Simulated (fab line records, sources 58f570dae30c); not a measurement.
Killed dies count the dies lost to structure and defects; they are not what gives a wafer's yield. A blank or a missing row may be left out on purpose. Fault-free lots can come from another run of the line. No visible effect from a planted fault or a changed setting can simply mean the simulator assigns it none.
Split-lot study + flow berkeley_cmos170 + 5 lots, 23 wafers read, on a route of 331 steps

== THE SPLIT ITSELF ==
At UCB170_M1_METAL_ETCH_12 (etches Al in Cl2/BCl3, stops on PSG, target depth 780 nm, time 130 s), the setting icp_w was moved away from the recipe's 600 W on 7 of the 23 wafers read, by -9.8% to +4.0%. The other wafers ran this setting at the recipe's value.

The reading comes from the split's own step.

== THE READING ==
KrF_of_M1_COAT_04.thk_nm (the simulator's own value, which no gauge read), in nm, at UCB170_M1_METAL_ETCH_12 (etches Al in Cl2/BCl3, stops on PSG, target depth 780 nm, time 130 s). No usual value for it is given in the file. Across the 16 wafers here that went through the recipe, the average is 436.7 nm and the standard deviation 8.5 nm.

| wafer  | tool, chamber at the split | icp_w as run, W | against the recipe | KrF_of_M1_COAT_04.thk_nm, nm | against lot-mates on the recipe |
|--------|----------------------------|-----------------|--------------------|------------------------------|---------------------------------|
| L076.1 | rie_metal-04, 0            | 600             | recipe             | 437.8                        | -                               |
| L076.2 | rie_metal-04, 1            | 600             | recipe             | 429.6                        | -                               |
| L076.3 | rie_metal-04, 0            | 600             | recipe             | 441                          | -                               |
| L076.4 | rie_metal-04, 1            | 600             | recipe             | 427.6                        | -                               |
| L076.5 | rie_metal-04, 1            | 600             | recipe             | 428.5                        | -                               |
| L075.1 | rie_metal-03, 0            | 541             | -9.8%              | 460.5                        | +36.9                           |
| L075.6 | rie_metal-03, 0            | 541             | -9.8%              | 460.5                        | +36.9                           |
| L075.2 | rie_metal-03, 1            | 600             | recipe             | 424.1                        | -                               |
| L075.3 | rie_metal-03, 0            | 600             | recipe             | 423.1                        | -                               |
| L075.5 | rie_metal-03, 1            | 541             | -9.8%              | 457.8                        | +34.2                           |
| L077.1 | rie_metal-01, 1            | 600             | recipe             | 447                          | -                               |
| L077.2 | rie_metal-01, 0            | 600             | recipe             | 443.3                        | -                               |
| L077.3 | rie_metal-01, 1            | 600             | recipe             | 450.1                        | -                               |
| L082.2 | rie_metal-01, 1            | 624.3           | +4.0%              | 429                          | -14.8                           |
| L082.3 | rie_metal-01, 0            | 624.3           | +4.0%              | 425.3                        | -18.5                           |
| L082.4 | rie_metal-01, 1            | 600             | recipe             | 445.9                        | -                               |
| L082.5 | rie_metal-01, 1            | 600             | recipe             | 447.3                        | -                               |
| L082.6 | rie_metal-01, 0            | 600             | recipe             | 438.2                        | -                               |
| L083.1 | rie_metal-04, 1            | 600             | recipe             | 430.9                        | -                               |
| L083.2 | rie_metal-04, 0            | 618.7           | +3.1%              | 420.3                        | -14.4                           |
| L083.3 | rie_metal-04, 0            | 600             | recipe             | 440.4                        | -                               |
| L083.4 | rie_metal-04, 1            | 600             | recipe             | 432.8                        | -                               |
| L083.6 | rie_metal-04, 1            | 618.7           | +3.1%              | 417.5                        | -17.2                           |

THE FIT
A straight line over all 23 wafers: KrF_of_M1_COAT_04.thk_nm changes by -2.57 nm for each +1% of icp_w; r = -0.79; the points scatter about the line by 8 nm.
The same after taking each lot's own level away (the mean of its wafers on the recipe; 23 wafers): -3.81 nm for each +1%; r = -0.97; scatter 3.9 nm.
The reading moves by 37 nm for the largest change in icp_w, on that fit.
Measured against the standard deviation above, the lots' own levels, which go from 423.60 to 446.80 nm, span 2.7 times it.
So the lot-to-lot level blurs the effect unless lot-mates are compared.
Check: +36.8 nm against its lot-mates is what the line predicts for one of the wafers moved furthest among these (-9.8%) when that wafer is left out of the fit. Against them it came out at +36.9 nm.

== FURTHER SPLITS ON THESE WAFERS ==
Other splits were also applied to these wafers ahead of the reading. Each is held against what the fit with the lots' levels taken away leaves over:
| other split on the same wafers        | wafers away from the commonest value | r with KrF_of_M1_COAT_04.thk_nm (lot level and that fit taken away) |
|---------------------------------------|--------------------------------------|---------------------------------------------------------------------|
| UCB170_BACKSIDE_COAT_01 resist_thk_nm | 5                                    | -0.09                                                               |
| UCB170_CONTACT_CVD_01 temp_c          | 15                                   | +0.00                                                               |
| UCB170_CONTACT_ETCH_17 source_w       | 5                                    | +0.08                                                               |

== FILE'S OWN FIT ==
KrF_of_M1_COAT_04.thk_nm changes by -3.83 nm for each +1% of icp_w, r = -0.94.
